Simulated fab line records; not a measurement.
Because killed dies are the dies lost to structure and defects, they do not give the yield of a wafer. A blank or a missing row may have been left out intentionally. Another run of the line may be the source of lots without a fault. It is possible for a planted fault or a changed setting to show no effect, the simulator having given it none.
Check of tool commonality    flow berkeley cmos170    Sample size 15 lots and 45 wafers

== THE REASON FOR OPENING IT ==
Of 15 lots, 3 have the reading NVT_TW flagged at UCB170_NVT_TW_MEAS_09. Wafers without a fault read 526, standard deviation 5.6.
Rule: a lot gets a flag if all its wafers with a number sit over 4 standard deviations from that mean, or if no wafer of it has a number. The rest of the lots are taken to be sound.

lot   measured      on             NVT_TW, wafer by wafer  flag
L602  day 6 01:25   film metro-02  652 654 656             FLAGGED
L605  day 6 19:20   film metro-02  529 528 528             
L610  day 7 21:44   film metro-01  658 661 660             FLAGGED
L608  day 7 21:51   film metro-01  528 531 532             
L612  day 8 04:11   film metro-02  528 527 529             
L614  day 8 04:44   film metro-02  527 527 527             
L613  day 8 04:48   film metro-01  660 662 654             FLAGGED
L616  day 9 01:47   film metro-01  528 528 527             
L620  day 9 13:13   film metro-01  526 529 526             
L618  day 9 13:35   film metro-03  516 514 513             
L621  day 10 09:46  film metro-01  532 532 530             
L622  day 10 09:54  film metro-03  516 517 516             
L625  day 10 13:53  film metro-03  513 516 514             
L624  day 10 14:06  film metro-02  530 529 534             
L623  day 10 14:13  film metro-01  533 534 533             
The mean of the flagged lots' numbers is 657, +131 from the usual (+23 standard deviations).

== LOT BY LOT: THE TOOL USED ==
The record keeps 1 process step preceding the reading, out of 331 steps on the route. Cell contents, in order: the tool; ch with the chambers the sampled wafers went through; the start.
lot   flag     UCB170_NVT_IMPLANT_07
L602  FLAGGED  implanter-02 ch 0, day 6 00:51
L605           implanter-02 ch 0, day 6 19:07
L610  FLAGGED  implanter-04 ch 0, day 7 21:13
L608           implanter-04 ch 0, day 7 21:36
L612           implanter-02 ch 0, day 8 03:56
L614           implanter-02 ch 0, day 8 04:32
L613  FLAGGED  implanter-03 ch 0, day 8 04:16
L616           implanter-04 ch 0, day 9 01:34
L620           implanter-02 ch 0, day 9 12:58
L618           implanter-04 ch 0, day 9 13:20
L621           implanter-02 ch 0, day 10 09:31
L622           implanter-03 ch 0, day 10 09:39
L625           implanter-04 ch 0, day 10 13:41
L624           implanter-03 ch 0, day 10 13:51
L623           implanter-02 ch 0, day 10 13:58
What these steps do:
- UCB170_NVT_IMPLANT_07
- UCB170_NVT_TW_MEAS_09

== FLAGGED AGAINST TOTAL, ONE TOOL AT A TIME (gauges that did the reading follow at the end) ==
step                   tool           lots run  flagged  share of the flagged lots  sound lots run after its first flagged lot
UCB170_NVT_IMPLANT_07  implanter-02   7         1        some                       6 (L605,L612,L614,L620,L621,L623)
UCB170_NVT_IMPLANT_07  implanter-03   3         1        some                       2 (L622,L624)
UCB170_NVT_IMPLANT_07  implanter-04   5         1        some                       4 (L608,L616,L618,L625)
UCB170_NVT_TW_MEAS_09  film metro-01  7         2        some                       5 (L608,L616,L620,L621,L623)
UCB170_NVT_TW_MEAS_09  film metro-02  5         1        some                       4 (L605,L612,L614,L624)
UCB170_NVT_TW_MEAS_09  film metro-03  3         0        none                       -

== WHAT THE TABLE PERMITS ==
No row of the table ran every flagged lot.

== WHAT THE SIMULATOR HAD PUT IN ==
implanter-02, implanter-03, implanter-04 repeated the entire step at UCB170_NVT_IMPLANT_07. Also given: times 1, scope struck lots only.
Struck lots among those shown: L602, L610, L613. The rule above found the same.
